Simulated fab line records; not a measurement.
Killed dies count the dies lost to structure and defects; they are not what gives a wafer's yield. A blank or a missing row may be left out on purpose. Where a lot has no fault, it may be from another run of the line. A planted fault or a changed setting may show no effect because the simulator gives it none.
What tool caused it? ; flow rit_cmos ; 14 lots, 42 wafers sampled, at 2 steps of a route of 202

== WHAT THE GAUGES READ, wafer by wafer ==
RIT_WELLDRIVE_RS_MEAS_02: uses a four-point probe to measure. Usual: PWELL_RS gives 429.3 ohm/sq (standard deviation 1.1).
lot;measured;on;PWELL_RS (ohm/sq);flag
L339;day 2 07:00;film_metro-03;430.1 429.3 431.6;
L340;day 2 12:45;film_metro-04;429.1 429.1 428.5;
L341;day 2 15:41;film_metro-03;429.7 428.9 428.1;
L345;day 3 11:55;film_metro-04;429.3 428.5 428.7;
L346;day 3 15:54;film_metro-03;461.1 460.5 460.2;OFF
L348;day 4 03:33;film_metro-03;461.9 461.9 462.4;OFF
L350;day 4 13:29;film_metro-03;430.8 431.1 429.8;
L351;day 4 18:01;film_metro-04;429.8 429.7 429.3;
L352;day 4 21:08;film_metro-03;428.2 428.3 429.0;
L353;day 5 03:55;film_metro-04;430.8 431.1 431.0;
L356;day 5 19:37;film_metro-03;429.4 428.9 429.7;
L358;day 6 13:21;film_metro-03;429.1 428.4 427.4;
L360;day 6 18:35;film_metro-01;427.1 428.7 427.0;
L362;day 7 03:20;film_metro-01;429.1 429.1 430.0;

== TOOL THAT RAN EACH LOT (tool first, then ch and the chambers of the sampled wafers, then the start) ==
lot;RIT_PWELL_IMPLANT_08
L339;implanter-03 ch 0, day 2 01:25
L340;implanter-03 ch 0, day 2 06:59
L341;implanter-03 ch 0, day 2 10:02
L345;implanter-04 ch 0, day 3 05:58
L346;implanter-04 ch 0, day 3 10:08
L348;implanter-04 ch 0, day 3 21:44
L350;implanter-03 ch 0, day 4 07:08
L351;implanter-01 ch 0, day 4 12:04
L352;implanter-01 ch 0, day 4 15:33
L353;implanter-03 ch 0, day 4 22:20
L356;implanter-03 ch 0, day 5 13:44
L358;implanter-03 ch 0, day 6 07:23
L360;implanter-03 ch 0, day 6 12:49
L362;implanter-04 ch 0, day 6 21:44
- RIT_PWELL_IMPLANT_08

== AS READ BY THE TOOLS THEMSELVES (means over the sampled wafers that have a number; for cases with no such wafer, the mark the record gives instead) ==
RIT_PWELL_IMPLANT_08. Usual: beam_on_s 9.97 s, standard deviation 0.22; faraday_current_uA 223, standard deviation 4.7.
lot;tool;beam_on_s (s);faraday_current_uA;flag
L339;implanter-03;10.03;221;
L340;implanter-03;9.88;225;
L341;implanter-03;9.85;225;
L345;implanter-04;9.86;225;
L346;implanter-04;9.02;247;OFF
L348;implanter-04;8.84;252;OFF
L350;implanter-03;10.04;221;
L351;implanter-01;10.08;221;
L352;implanter-01;9.94;224;
L353;implanter-03;9.71;228;
L356;implanter-03;10.07;221;
L358;implanter-03;9.92;223;
L360;implanter-03;9.98;223;
L362;implanter-04;9.69;228;

== THE ANSWER, worked out from the rows above alone ==
Rule: lot off if the mean of its wafers having a number is beyond 3 standard deviations from the usual mean. A lot without any number at a reading at which 4 lots or more have one is off too. All remaining lots with rows at the step are treated as sound. The gauges are gone through in route order, then the tools' own readings, and for those a lot's mean is taken as printed above. At the first step where some lot is off, the reading lying furthest off is the one used; lots without a number count as furthest.
Off: L346, L348, at RIT_WELLDRIVE_RS_MEAS_02 (PWELL_RS).
A tool fits if, at a process step before that reading, it ran every lot that is off, and no sound lot after the first of them. Not tried: the gauges at RIT_WELLDRIVE_RS_MEAS_02; whatever is off there is also off at RIT_PWELL_IMPLANT_08, on other tools, and gauge error can't account for it. Not one of the candidates tried fits.

== WHAT HAD BEEN PUT IN BY THE SIMULATOR ==
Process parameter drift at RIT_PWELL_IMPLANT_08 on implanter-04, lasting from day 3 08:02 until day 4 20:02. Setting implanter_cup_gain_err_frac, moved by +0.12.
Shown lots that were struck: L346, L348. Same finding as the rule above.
